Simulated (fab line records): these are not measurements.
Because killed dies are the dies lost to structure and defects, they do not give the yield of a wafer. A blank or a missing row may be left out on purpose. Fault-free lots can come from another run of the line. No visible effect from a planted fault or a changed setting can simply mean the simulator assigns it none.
fab line records	flow ritCmos
[record] lots = 6	wafers = 18	lastDay = 7
route steps=202 shown NWELL@35 PWELL@39 NRETRO@54 PRETRO@64 GATE@75 SILICIDE@161 M1@202
lots that met no fault: from a run of the same line without faults
startH: the number of hours between the record's first day and the start of the first shown wafer of the lot	waitH: hours elapsed since this lot's preceding step	" as in the row above	L1.1+2: several wafers, shown together as one row	- value missing, or start not given	* or withheld: withheld	< > ~ a bound
route shown NAME@n: a module of which the file shows steps, and the number in the route of the first	usual: average and standard deviation across the fault-free wafers	same: alike in all rows	chamber/n: place in a boat	sites: per-site readings	_std_site: how widely they spread, as a standard deviation	_edge_site: inner sites' mean taken away from outer sites' mean	radiusMm: how far each site lies from the wafer's centre	mask NAME#n: copy n	behind: the tool/chamber that last shaped the wafer	hold: what put the lot on hold/how long, in hours/how the hold closed	device: names the non-switching transistor (n, p or np)	end of line: tests of these same wafers at the route's end	a step without rows: its recipe alone	killed: not the wafer's yield, but the dies lost to structure and defects at the first sort	map: the dies of a wafer, with x for killed, . for not killed, _ for no die there
set.NAME: setting as actually run; set.NAME@STEP: the setting as run at that earlier step	model.NAME: the simulator's own value behind a step, which no gauge read
certain route steps with their lots: each step a table, each wafer a row
services: when a tool's chamber went out of use (startH, in hours from the record's first day, below 0 if earlier), for how many hours, and the reason
[[steps]]
[step RIT_NWELL_HARDBAKE_07]
[recipe] resist = NOVOLAK	tempC = 140	timeS = 120
[step RIT_NWELL_IMPLANT_08]
[recipe] species = P	energyKev = 170	doseCm2 = 5e+13	tiltDeg = 7
[step RIT_NWELL_STRIP_09]
[recipe] chemistry = O2	timeS = 180	resist = NOVOLAK	platenTempC = withheld	powerW = 500	pressureMtorr = 4000	o2FlowSccm = 4000
[usual] drypumpMotorCurrentA = 5.8/0.6
lot.wafer	tool	chamber	startH	waitH	drypumpMotorCurrentA	rfHoursCounterH
L672.1	plasmaAsher-02	0	26.04	0.1	6.1	39
L672.2	"	1	"	"	4.9	39
L672.3	"	0	"	"	6.1	-
L673.2	plasmaAsher-04	0	31.59	0.1	5.8	39
L673.4	"	0	"	"	5.8	-
L673.6	"	1	"	"	6.5	-
L677.1	plasmaAsher-02	1	50.69	0.1	4.9	41
L677.5	"	1	"	"	4.9	-
L677.6	"	0	"	"	6.2	-
L678.2	plasmaAsher-04	0	68.87	0.1	5.8	42
L678.4	"	1	"	"	6.5	-
L678.5	"	1	"	"	6.5	-
L688.2	plasmaAsher-02	0	107.80	0.1	6.2	43
L688.4	"	1	"	"	4.9	-
L688.5	"	0	"	"	6.2	-
L692.1	plasmaAsher-04	1	126.49	0.1	6.5	51
L692.2	"	0	"	"	5.8	51
L692.6	"	0	"	"	5.8	-
[step RIT_NWELL_TW_MEAS_10]
[usual] NWELL_TW = 2130/18
lot.wafer	tool	chamber	startH	waitH	NWELL_TW
L672.1	filmMetro-04	-	26.22	0.1	2141
L672.2	"	-	"	"	2133
L672.3	"	-	"	"	2132
L673.2	filmMetro-01	-	31.78	0.1	2170
L673.4	"	-	"	"	2164
L673.6	"	-	"	"	2145
L677.1	filmMetro-02	-	50.86	0.1	2129
L677.5	"	-	"	"	2111
L677.6	"	-	"	"	2105
L678.2	filmMetro-01	-	69.06	0.1	2166
L678.4	"	-	"	"	2154
L678.5	"	-	"	"	2161
L688.2	filmMetro-04	-	107.99	0.1	2127
L688.4	"	-	"	"	2107
L688.5	"	-	"	"	2116
L692.1	filmMetro-04	-	126.66	0.1	2116
L692.2	"	-	"	"	2127
L692.6	"	-	"	"	2121
[step RIT_PWELL_HMDS_00]
[recipe] primeTimeS = 60	primeTempC = 140
[step RIT_PWELL_COAT_01]
[recipe] resist = NOVOLAK	spinRpm = 2000	resistThkNm = 1300
[step RIT_PWELL_SOFTBAKE_02]
[recipe] resist = NOVOLAK	tempC = 90	timeS = 60
[step RIT_PWELL_EXPOSE_03]
[recipe] maskId = M3	na = 0.57	targetCdNm = 43700	doseMj = 250
[step RIT_PWELL_PEB_04]
[recipe] resist = NOVOLAK	tempC = withheld	timeS = withheld
[step RIT_PWELL_DEVELOP_05]
[recipe] resist = NOVOLAK	developTimeS = 68	devTempC = 23
[step RIT_PWELL_OVL_MEAS_06]
[usual] PWELL_OVL = -0.2/1.3
lot.wafer	tool	chamber	startH	waitH	PWELL_OVL[nm]
L672.1	overlay-02	-	27.28	-	-1.7
L672.2	"	-	"	"	-1.0
L672.3	"	-	"	"	-1.8
L673.2	overlay-01	-	32.84	-	-0.2
L673.4	"	-	"	"	-1.4
L673.6	"	-	"	"	-0.4
L677.1	overlay-02	-	51.93	-	1.3
L677.5	"	-	"	"	-0.4
L677.6	"	-	"	"	1.3
L678.2	overlay-02	-	70.50	-	-2.7
L678.4	"	-	"	"	-1.4
L678.5	"	-	"	"	0.8
L688.2	overlay-02	-	108.92	-	-1.3
L688.4	"	-	"	"	0.8
L688.5	"	-	"	"	-1.7
L692.1	overlay-01	-	127.75	-	-1.1
L692.2	"	-	"	"	-2.0
L692.6	"	-	"	"	-0.7
[step RIT_PWELL_HARDBAKE_07]
[recipe] resist = NOVOLAK	tempC = 140	timeS = 120
[step RIT_PWELL_IMPLANT_08]
[recipe] species = B	energyKev = 170	doseCm2 = 7e+13	tiltDeg = 7
[usual] beamEnergyKeV = 169.99/0.049
lot.wafer	tool	chamber	startH	waitH	beamEnergyKeV	model.implant.rpNm	model.implant.drpNm
L672.1	implanter-04	0	27.71	0.2	169.95	453.6	102.9
L672.2	"	0	"	"	170.03	453.6	102.9
L672.3	"	0	"	"	169.94	453.6	102.9
L673.2	implanter-03	0	33.14	0.2	170.03	478.3	102.9
L673.4	"	0	"	"	170.04	478.3	102.9
L673.6	"	0	"	"	170.04	478.3	102.9
L677.1	implanter-04	0	52.21	0.2	118.99	369.1	89.74
L677.5	"	0	"	"	119.08	369.1	89.74
L677.6	"	0	"	"	118.99	369.1	89.74
L678.2	implanter-04	0	70.88	0.2	118.92	359.7	89.74
L678.4	"	0	"	"	118.89	359.7	89.74
L678.5	"	0	"	"	118.95	359.7	89.74
L688.2	implanter-01	0	109.23	0.2	169.92	464.5	102.9
L688.4	"	0	"	"	170.10	464.5	102.9
L688.5	"	0	"	"	170.00	464.5	102.9
L692.1	implanter-01	0	128.04	0.2	169.97	496	102.9
L692.2	"	0	"	"	169.93	496	102.9
L692.6	"	0	"	"	170.00	496	102.9
[step RIT_PWELL_STRIP_09]
[recipe] chemistry = O2	timeS = 180	resist = NOVOLAK	platenTempC = withheld	powerW = 500	pressureMtorr = 4000	o2FlowSccm = 4000
[usual] drypumpMotorCurrentA = 5.5/0.51
lot.wafer	tool	chamber	startH	waitH	drypumpMotorCurrentA	rfHoursCounterH
L672.1	plasmaAsher-01	1	27.86	0.1	6.0	37
L672.2	"	0	"	"	5.2	37
L672.3	"	1	"	"	6.0	-
L673.2	plasmaAsher-03	1	33.27	0.1	6.1	23
L673.4	"	1	"	"	6.1	-
L673.6	"	0	"	"	4.9	-
L677.1	plasmaAsher-02	1	52.36	0.1	4.9	42
L677.5	"	0	"	"	6.2	-
L677.6	"	1	"	"	4.9	-
L678.2	plasmaAsher-01	1	71.00	0.1	6.0	41
L678.4	"	1	"	"	5.9	-
L678.5	"	1	"	"	6.0	-
L688.2	plasmaAsher-03	1	109.35	0.1	6.1	31
L688.4	"	1	"	"	6.1	-
L688.5	"	0	"	"	4.9	-
L692.1	plasmaAsher-03	0	128.19	0.1	4.9	33
L692.2	"	1	"	"	6.1	33
L692.6	"	0	"	"	4.9	-
[step RIT_PWELL_TW_MEAS_10]
[usual] PWELL_TW = 947/7.8
lot.wafer	tool	chamber	startH	waitH	hold	PWELL_TW
L672.1	filmMetro-01	-	28.04	0.1	-	958
L672.2	"	-	"	"	-	958
L672.3	"	-	"	"	-	961
L673.2	filmMetro-01	-	33.45	0.1	-	958
L673.4	"	-	"	"	-	953
L673.6	"	-	"	"	-	956
L677.1	filmMetro-02	-	52.54	0.1	awaitDispo/0.2h/release	912
L677.5	"	-	"	"	awaitDispo/0.2h/release	919
L677.6	"	-	"	"	awaitDispo/0.2h/release	919
L677.1	filmMetro-02	-	52.76	0.2	-	917
L677.5	"	-	"	"	-	915
L677.6	"	-	"	"	-	918
L678.2	filmMetro-02	-	71.19	0.1	-	920
L678.4	"	-	"	"	-	918
L678.5	"	-	"	"	-	920
L688.2	filmMetro-02	-	109.54	0.1	-	947
L688.4	"	-	"	"	-	948
L688.5	"	-	"	"	-	951
L692.1	filmMetro-02	-	128.36	0.1	-	944
L692.2	"	-	"	"	-	942
L692.6	"	-	"	"	-	941
[step RIT_WELLDRIVE_RS_MEAS_01]
[recipe] thkMeasGauge = four-point-probe
[usual] NWELL_RS = 275.4/0.68
lot.wafer	tool	chamber	startH	waitH	NWELL_RS[ohm/sq]
L672.1	filmMetro-04	-	33.18	0.0	275.0
L672.2	"	-	"	"	274.9
L672.3	"	-	"	"	276.2
L673.2	filmMetro-01	-	38.61	0.0	275.1
L673.4	"	-	"	"	276.3
L673.6	"	-	"	"	275.9
L677.1	filmMetro-01	-	62.98	0.0	276.0
L677.5	"	-	"	"	276.1
L677.6	"	-	"	"	277.3
L678.2	filmMetro-01	-	76.34	0.0	275.7
L678.4	"	-	"	"	275.7
L678.5	"	-	"	"	276.4
L688.2	filmMetro-01	-	114.91	0.0	275.7
L688.4	"	-	"	"	275.8
L688.5	"	-	"	"	275.9
L692.1	filmMetro-01	-	133.51	0.0	276.1
L692.2	"	-	"	"	275.2
L692.6	"	-	"	"	275.6
[step RIT_WELLDRIVE_RS_MEAS_02]
[recipe] thkMeasGauge = four-point-probe
[usual] PWELL_RS = 429.0/1.2
lot.wafer	tool	chamber	startH	waitH	hold	PWELL_RS[ohm/sq]
L672.1	filmMetro-04	-	33.30	0.1	-	428.8
L672.2	"	-	"	"	-	428.7
L672.3	"	-	"	"	-	430.1
L673.2	filmMetro-01	-	38.73	0.1	-	430.4
L673.4	"	-	"	"	-	428.6
L673.6	"	-	"	"	-	429.4
L677.1	filmMetro-01	-	63.10	0.1	awaitDispo/0.2h/release	443.2
L677.5	"	-	"	"	awaitDispo/0.2h/release	443.8
L677.6	"	-	"	"	awaitDispo/0.2h/release	444.5
L677.1	filmMetro-01	-	63.39	0.3	-	442.7
L677.5	"	-	"	"	-	444.6
L677.6	"	-	"	"	-	444.7
L678.2	filmMetro-01	-	76.46	0.1	awaitDispo/0.2h/release	442.5
L678.4	"	-	"	"	awaitDispo/0.2h/release	443.8
L678.5	"	-	"	"	awaitDispo/0.2h/release	443.7
L678.2	filmMetro-01	-	76.75	0.3	-	442.2
L678.4	"	-	"	"	-	443.8
L678.5	"	-	"	"	-	442.8
L688.2	filmMetro-01	-	115.03	0.1	-	428.6
L688.4	"	-	"	"	-	427.9
L688.5	"	-	"	"	-	428.2
L692.1	filmMetro-01	-	133.63	0.1	-	426.9
L692.2	"	-	"	"	-	428.7
L692.6	"	-	"	"	-	429.4
[step RIT_NRETRO_COAT_01]
[recipe] resist = NOVOLAK	spinRpm = 2000	resistThkNm = 1300
[step RIT_NRETRO_SOFTBAKE_02]
[recipe] resist = NOVOLAK	tempC = 90	timeS = 60
[step RIT_NRETRO_EXPOSE_03]
[recipe] maskId = M4	na = 0.57	targetCdNm = 43900	doseMj = 250
[step RIT_NRETRO_PEB_04]
[recipe] resist = NOVOLAK	tempC = withheld	timeS = withheld
[step RIT_NRETRO_DEVELOP_05]
[recipe] resist = NOVOLAK	developTimeS = 68	devTempC = 23
[step RIT_NRETRO_OVL_MEAS_06]
[usual] NRETRO_OVL = 1.0/1.2
lot.wafer	tool	chamber	startH	waitH	NRETRO_OVL[nm]
L672.1	overlay-01	-	34.30	-	1.8
L672.2	"	-	"	"	2.5
L672.3	"	-	"	"	2.5
L673.2	overlay-02	-	39.84	-	1.4
L673.4	"	-	"	"	2.2
L673.6	"	-	"	"	1.3
L677.1	overlay-01	-	67.95	-	3.1
L677.5	"	-	"	"	3.1
L677.6	"	-	"	"	1.5
L678.2	overlay-02	-	82.31	-	0.3
L678.4	"	-	"	"	0.2
L678.5	"	-	"	"	-0.2
L688.2	overlay-01	-	116.01	-	-0.6
L688.4	"	-	"	"	0.6
L688.5	"	-	"	"	3.2
L692.1	overlay-02	-	134.78	-	0.0
L692.2	"	-	"	"	0.4
L692.6	"	-	"	"	-0.3
[step RIT_NRETRO_HARDBAKE_07]
[recipe] resist = NOVOLAK	tempC = 140	timeS = 120
[step RIT_NRETRO_IMPLANT_08]
[recipe] species = P	energyKev = 70	doseCm2 = 1e+13	tiltDeg = 7
[step RIT_NRETRO_STRIP_09]
[recipe] chemistry = O2	timeS = 180	resist = NOVOLAK	platenTempC = withheld	powerW = 500	pressureMtorr = 4000	o2FlowSccm = 4000
[usual] drypumpMotorCurrentA = 5.7/0.57
lot.wafer	tool	chamber	startH	waitH	drypumpMotorCurrentA	rfHoursCounterH
L672.1	plasmaAsher-03	0	34.74	0.1	4.9	23
L672.2	"	1	"	"	6.1	23
L672.3	"	1	"	"	6.0	-
L673.2	plasmaAsher-01	0	40.27	0.1	5.2	39
L673.4	"	1	"	"	5.9	-
L673.6	"	1	"	"	6.0	-
L677.1	plasmaAsher-03	1	68.52	0.3	6.0	25
L677.5	"	0	"	"	4.9	-
L677.6	"	1	"	"	6.1	-
L678.2	plasmaAsher-03	1	82.74	0.1	6.0	25
L678.4	"	1	"	"	6.1	-
L678.5	"	0	"	"	4.9	-
L688.2	plasmaAsher-04	1	116.44	0.1	6.5	50
L688.4	"	0	"	"	5.8	-
L688.5	"	1	"	"	6.5	-
L692.1	plasmaAsher-01	0	135.22	0.1	5.2	52
L692.2	"	1	"	"	6.0	52
L692.6	"	1	"	"	6.0	-
[step RIT_NRETRO_TW_MEAS_10]
[usual] NRETRO_TW = 1042/6.3
lot.wafer	tool	chamber	startH	waitH	NRETRO_TW
L672.1	filmMetro-04	-	34.91	0.1	1040
L672.2	"	-	"	"	1045
L672.3	"	-	"	"	1042
L673.2	filmMetro-02	-	40.45	0.1	1037
L673.4	"	-	"	"	1041
L673.6	"	-	"	"	1032
L677.1	filmMetro-04	-	68.70	0.1	1033
L677.5	"	-	"	"	1034
L677.6	"	-	"	"	1035
L678.2	filmMetro-02	-	82.93	0.1	1038
L678.4	"	-	"	"	1031
L678.5	"	-	"	"	1031
L688.2	filmMetro-04	-	116.63	0.1	1038
L688.4	"	-	"	"	1038
L688.5	"	-	"	"	1038
L692.1	filmMetro-03	-	135.39	0.1	1049
L692.2	"	-	"	"	1048
L692.6	"	-	"	"	1047
[step RIT_PRETRO_HMDS_00]
[recipe] primeTimeS = 60	primeTempC = 140
[step RIT_PRETRO_COAT_01]
[recipe] resist = NOVOLAK	spinRpm = 2000	resistThkNm = 1300
[step RIT_PRETRO_SOFTBAKE_02]
[recipe] resist = NOVOLAK	tempC = 90	timeS = 60
[step RIT_PRETRO_EXPOSE_03]
[recipe] maskId = M5	na = 0.57	targetCdNm = 43700	doseMj = 250
[step RIT_PRETRO_PEB_04]
[recipe] resist = NOVOLAK	tempC = withheld	timeS = withheld
[step RIT_PRETRO_DEVELOP_05]
[recipe] resist = NOVOLAK	developTimeS = 68	devTempC = 23
[step RIT_PRETRO_OVL_MEAS_06]
[usual] PRETRO_OVL = 1.0/1.1
lot.wafer	tool	chamber	startH	waitH	PRETRO_OVL[nm]
L672.1	overlay-01	-	35.85	-	1.3
L672.2	"	-	"	"	1.8
L672.3	"	-	"	"	2.4
L673.2	overlay-01	-	41.63	-	1.3
L673.4	"	-	"	"	1.2
L673.6	"	-	"	"	-0.2
L677.1	overlay-02	-	69.76	-	-1.1
L677.5	"	-	"	"	-0.7
L677.6	"	-	"	"	-0.8
L678.2	overlay-01	-	84.30	-	0.9
L678.4	"	-	"	"	0.5
L678.5	"	-	"	"	0.8
L688.2	overlay-01	-	117.69	-	1.8
L688.4	"	-	"	"	0.6
L688.5	"	-	"	"	1.5
L692.1	overlay-02	-	136.33	-	0.1
L692.2	"	-	"	"	0.5
L692.6	"	-	"	"	2.0
[step RIT_PRETRO_HARDBAKE_07]
[recipe] resist = NOVOLAK	tempC = 140	timeS = 120
[step RIT_PRETRO_IMPLANT_08]
[recipe] species = B	energyKev = 45	doseCm2 = 1.2e+13	tiltDeg = 7
[step RIT_PRETRO_STRIP_09]
[recipe] chemistry = O2	timeS = 180	resist = NOVOLAK	platenTempC = withheld	powerW = 500	pressureMtorr = 4000	o2FlowSccm = 4000
[usual] drypumpMotorCurrentA = 5.8/0.53
lot.wafer	tool	chamber	startH	waitH	drypumpMotorCurrentA	rfHoursCounterH
L672.1	plasmaAsher-02	1	36.29	0.1	4.9	40
L672.2	"	0	"	"	6.2	40
L672.3	"	0	"	"	6.2	-
L673.2	plasmaAsher-04	1	42.06	0.1	6.5	40
L673.4	"	1	"	"	6.5	-
L673.6	"	1	"	"	6.5	-
L677.1	plasmaAsher-04	1	70.29	0.1	6.5	43
L677.5	"	1	"	"	6.5	-
L677.6	"	0	"	"	5.8	-
L678.2	plasmaAsher-04	0	84.84	0.1	5.8	43
L678.4	"	1	"	"	6.5	-
L678.5	"	1	"	"	6.5	-
L688.2	plasmaAsher-01	1	118.12	0.1	6.0	49
L688.4	"	1	"	"	6.0	-
L688.5	"	0	"	"	5.2	-
L692.1	plasmaAsher-02	0	136.77	0.1	6.2	1
L692.2	"	1	"	"	4.9	1
L692.6	"	0	"	"	6.2	-
[step RIT_PRETRO_TW_MEAS_10]
[usual] PRETRO_TW = 474/4.3
lot.wafer	tool	chamber	startH	waitH	PRETRO_TW
L672.1	filmMetro-03	-	36.46	0.1	476
L672.2	"	-	"	"	476
L672.3	"	-	"	"	475
L673.2	filmMetro-01	-	42.25	0.1	477
L673.4	"	-	"	"	477
L673.6	"	-	"	"	479
L677.1	filmMetro-04	-	70.52	0.2	466
L677.5	"	-	"	"	467
L677.6	"	-	"	"	466
L678.2	filmMetro-01	-	85.02	0.1	476
L678.4	"	-	"	"	478
L678.5	"	-	"	"	476
L688.2	filmMetro-03	-	118.31	0.1	476
L688.4	"	-	"	"	475
L688.5	"	-	"	"	475
L692.1	filmMetro-01	-	136.95	0.1	477
L692.2	"	-	"	"	479
L692.6	"	-	"	"	479
[step RIT_GATE_WET_ETCH_00]
[recipe] chemistry = BOE	target = SiO2	targetDepthNm = 56	timeS = 60	dry = n2Spin	dilution = 10:1	tempC = 21.5
lot.wafer	tool	chamber	startH	waitH	model.SiO2_of_FOX2_OXIDATION_00.thkNm
L672.1	wetBench-01	2	36.52	0.1	271.7
L672.2	"	2	"	"	276.7
L672.3	"	2	"	"	275.3
L673.2	wetBench-03	1	42.30	0.0	267.1
L673.4	"	1	"	"	268.2
L673.6	"	1	"	"	269.9
L677.1	wetBench-03	3	70.58	0.1	262.3
L677.5	"	3	"	"	260.8
L677.6	"	3	"	"	266.1
L678.2	wetBench-03	2	85.08	0.0	262.8
L678.4	"	2	"	"	260.9
L678.5	"	2	"	"	268.1
L688.2	wetBench-03	2	118.36	0.0	264.6
L688.4	"	2	"	"	265.1
L688.5	"	2	"	"	275.3
L692.1+2	wetBench-03	0	137.01	0.1	268.5
L692.6	"	0	"	"	271.5
[step RIT_GATE_CLEAN_01]
[recipe] chemistry = SC1	mix = 3:3:50	timeS = 600	tempC = 75
[step RIT_SILICIDE_WET_ETCH_00]
[recipe] chemistry = BOE	target = SiO2	targetDepthNm = 14	timeS = 15	dry = n2Spin	dilution = 10:1	tempC = 21.5
lot.wafer	tool	chamber	startH	waitH	model.SiO2_of_FOX2_OXIDATION_00.thkNm
L672.1	wetBench-02	0	54.06	0.1	155.9
L672.2	"	0	"	"	162.1
L672.3	"	0	"	"	158.6
L673.2	wetBench-02	2	60.98	0.1	152
L673.4	"	2	"	"	152.6
L673.6	"	2	"	"	154.7
L677.1	wetBench-03	1	92.34	0.1	144.5
L677.5	"	1	"	"	143.2
L677.6	"	1	"	"	147.9
L678.2	wetBench-02	0	105.99	0.1	144.7
L678.4	"	0	"	"	144.5
L678.5	"	0	"	"	150.4
L688.2	wetBench-02	3	136.11	0.1	145.3
L688.4	"	3	"	"	148.1
L688.5	"	3	"	"	157.8
L692.1	wetBench-02	1	154.88	0.1	151.8
L692.2	"	1	"	"	153.2
L692.6	"	1	"	"	155.4
[step RIT_M1_PROBE_99]
[usual] killedAtContacts = 0.1/0.3	killedAtFrontEnd = 7.1/3	killedDies = 7.3/3	killedOpen = 3.6/2	killedShort = 3.5/1.9
[same] grossDies = 264	killed_at_M0_to_M3 = 0	killed_at_M4_up = 0	killedAtBackSide = 0	killedAtOther = 0
lot.wafer	tool	chamber	startH	waitH	killedAtContacts	killedAtFrontEnd	killedDies	killedOpen	killedShort
L672.1	prober-02	-	60.94	0.1	0	5	5	4	1
L672.2	prober-02	-	60.99	0.1	0	6	6	3	3
L672.3	prober-02	-	61.04	0.2	0	6	6	3	3
L673.2	prober-01	-	68.22	0.1	0	13	13	10	3
L673.4	prober-01	-	68.32	0.2	0	8	8	4	4
L673.6	prober-01	-	68.42	0.2	0	9	9	7	2
L677.1	prober-01	-	99.11	0.1	1	7	8	4	4
L677.5	prober-01	-	99.31	0.2	1	8	9	4	5
L677.6	prober-01	-	99.36	0.2	0	6	6	3	3
L678.2	prober-02	-	112.84	0.1	0	10	10	7	3
L678.4	prober-02	-	112.94	0.2	0	8	8	5	3
L678.5	prober-02	-	112.99	0.2	0	17	17	9	8
L688.2	prober-02	-	143.23	0.1	0	7	7	3	4
L688.4	prober-02	-	143.33	0.2	0	2	2	0	2
L688.5	prober-02	-	143.38	0.2	0	5	5	4	1
L692.1	prober-02	-	161.63	0.1	0	8	8	5	3
L692.2	prober-02	-	161.68	0.1	0	5	5	3	2
L692.6	prober-02	-	161.88	0.2	1	13	14	8	6
// killed by level:class
L672.1 GATE:geometricParticle:open=2 FOX1:geometricParticle:open=1 FOX2:geometricParticle:open=1 SPACER:geometricParticle:short=1
L672.2 FOX1:geometricParticle:short=1 FOX2:geometricParticle:open=1 GATE:geometricParticle:short=1 GATE:geometricParticle:open=1 REOX:geometricParticle:open=1 REOX:geometricParticle:short=1
L672.3 GATE:geometricParticle:short=2 FOX1:geometricParticle:open=1 GATE:geometricParticle:open=1 REOX:geometricParticle:open=1 SPACER:geometricParticle:short=1
L673.2 GATE:geometricParticle:open=5 SPACER:geometricParticle:open=4 FOX2:geometricParticle:open=1 FOX2:geometricParticle:short=1 GATE:geometricParticle:short=1 SPACER:geometricParticle:short=1
L673.4 GATE:geometricParticle:short=2 SILICIDE:geometricParticle:open=2 FOX1:geometricParticle:short=1 REOX:geometricParticle:open=1 SPACER:geometricParticle:open=1 SPACER:geometricParticle:short=1
L673.6 GATE:geometricParticle:open=4 SPACER:geometricParticle:open=3 GATE:geometricParticle:short=2
L677.1 FOX2:geometricParticle:open=2 FOX1:geometricParticle:short=1 GATE:geometricParticle:open=1 GATE:geometricParticle:short=1 REOX:geometricParticle:short=1 SILICIDE:geometricParticle:open=1 CONTACT:geometricParticle:short=1
L677.5 REOX:geometricParticle:short=2 FOX1:geometricParticle:short=1 FOX1:geometricParticle:open=1 FOX2:geometricParticle:short=1 GATE:geometricParticle:short=1 GATE:geometricParticle:open=1 REOX:geometricParticle:open=1 CONTACT:geometricParticle:open=1
L677.6 REOX:geometricParticle:open=3 REOX:geometricParticle:short=2 FOX1:geometricParticle:short=1
L678.2 REOX:geometricParticle:open=6 GATE:geometricParticle:short=1 REOX:geometricParticle:short=1 SILICIDE:geometricParticle:short=1 SILICIDE:geometricParticle:open=1
L678.4 FOX2:geometricParticle:short=2 SPACER:geometricParticle:open=2 FOX2:geometricParticle:open=1 GATE:geometricParticle:open=1 REOX:geometricParticle:open=1 SPACER:geometricParticle:short=1
L678.5 FOX2:geometricParticle:short=3 GATE:geometricParticle:short=3 GATE:geometricParticle:open=3 FOX2:geometricParticle:open=2 SPACER:geometricParticle:open=2 FOX1:geometricParticle:open=1 REOX:geometricParticle:short=1 REOX:geometricParticle:open=1
L688.2 GATE:geometricParticle:short=2 GATE:geometricParticle:open=2 SILICIDE:geometricParticle:short=2 REOX:geometricParticle:open=1
L688.4 FOX2:geometricParticle:short=1 REOX:geometricParticle:short=1
L688.5 GATE:geometricParticle:open=2 GATE:geometricParticle:short=1 REOX:geometricParticle:open=1 SILICIDE:geometricParticle:open=1
L692.1 FOX1:geometricParticle:open=1 FOX1:geometricParticle:short=1 FOX2:geometricParticle:open=1 GATE:geometricParticle:short=1 REOX:geometricParticle:open=1 SPACER:geometricParticle:open=1 SILICIDE:geometricParticle:short=1 SILICIDE:geometricParticle:open=1
L692.2 FOX1:geometricParticle:open=1 GATE:geometricParticle:short=1 GATE:geometricParticle:open=1 SILICIDE:geometricParticle:short=1 SILICIDE:geometricParticle:open=1
L692.6 FOX1:geometricParticle:open=2 GATE:geometricParticle:open=2 GATE:geometricParticle:short=2 REOX:geometricParticle:short=2 SILICIDE:geometricParticle:open=2 ACTIVE:geometricParticle:short=1 FOX1:geometricParticle:short=1 REOX:geometricParticle:open=1
[[services]]
tool	chamber	startH	hours	kind
implanter-03	-	3.44	1.9	repair
plasmaAsher-03	-	44.61	4.5	repair
plasmaAsher-02	-	108.75	9.0	pm
plasmaAsher-02	0	108.75	9.0	ventCycle
plasmaAsher-02	1	108.75	9.0	ventCycle
plasmaAsher-03	-	110.13	0.6	repair
plasmaAsher-02	0	117.75	-	clean
plasmaAsher-02	1	117.75	-	clean
plasmaAsher-02	-	120.17	14.6	pm
[[key]]
[firstSign] step = RIT_PWELL_IMPLANT_08	reading = beamEnergyKeV	direction = down	sigmas = 99+	usual = 169.99	struck = 118.97
[effect] step = RIT_PWELL_TW_MEAS_10	reading = visit	direction = added
[effect] step = RIT_WELLDRIVE_RS_MEAS_02	reading = visit	direction = added
[effect] step = RIT_WELLDRIVE_RS_MEAS_02	reading = PWELL_RS	direction = up	sigmas = 12	usual = 429.0	struck = 443.6
[modelEffect] step = RIT_PWELL_IMPLANT_08	value = implant.rpNm	without = 481.6	struck = 364.4
[modelEffect] step = RIT_GATE_WET_ETCH_00	value = SiO2_of_FOX2_OXIDATION_00.thkNm	without = 268.9	struck = 263.5
[modelEffect] step = RIT_SILICIDE_WET_ETCH_00	value = SiO2_of_FOX2_OXIDATION_00.thkNm	without = 151.2	struck = 145.9
metAt RIT_PWELL_IMPLANT_08
struckWafers L677.1,L677.5,L677.6,L678.2,L678.4,L678.5
testerLeftOut L677,L678
onsetBetween 27.71 52.21
[fault] kind = processParameterDrift	tool = implanter-04	chamber = -	onsetH = 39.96	steps = RIT_PWELL_IMPLANT_08	channel = energyKev	offset = -51	shape = step	endH = 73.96	actsIn = theseRecipesOnly	stated = 170
// testerLeftOut: of these lots the tester's yield and bins aren't shown, on N5 and GAA mostly nor the transistor test; their killed dies are dies lost to structure and defects alone, not to doping, threshold or leakage, so they don't give the yield
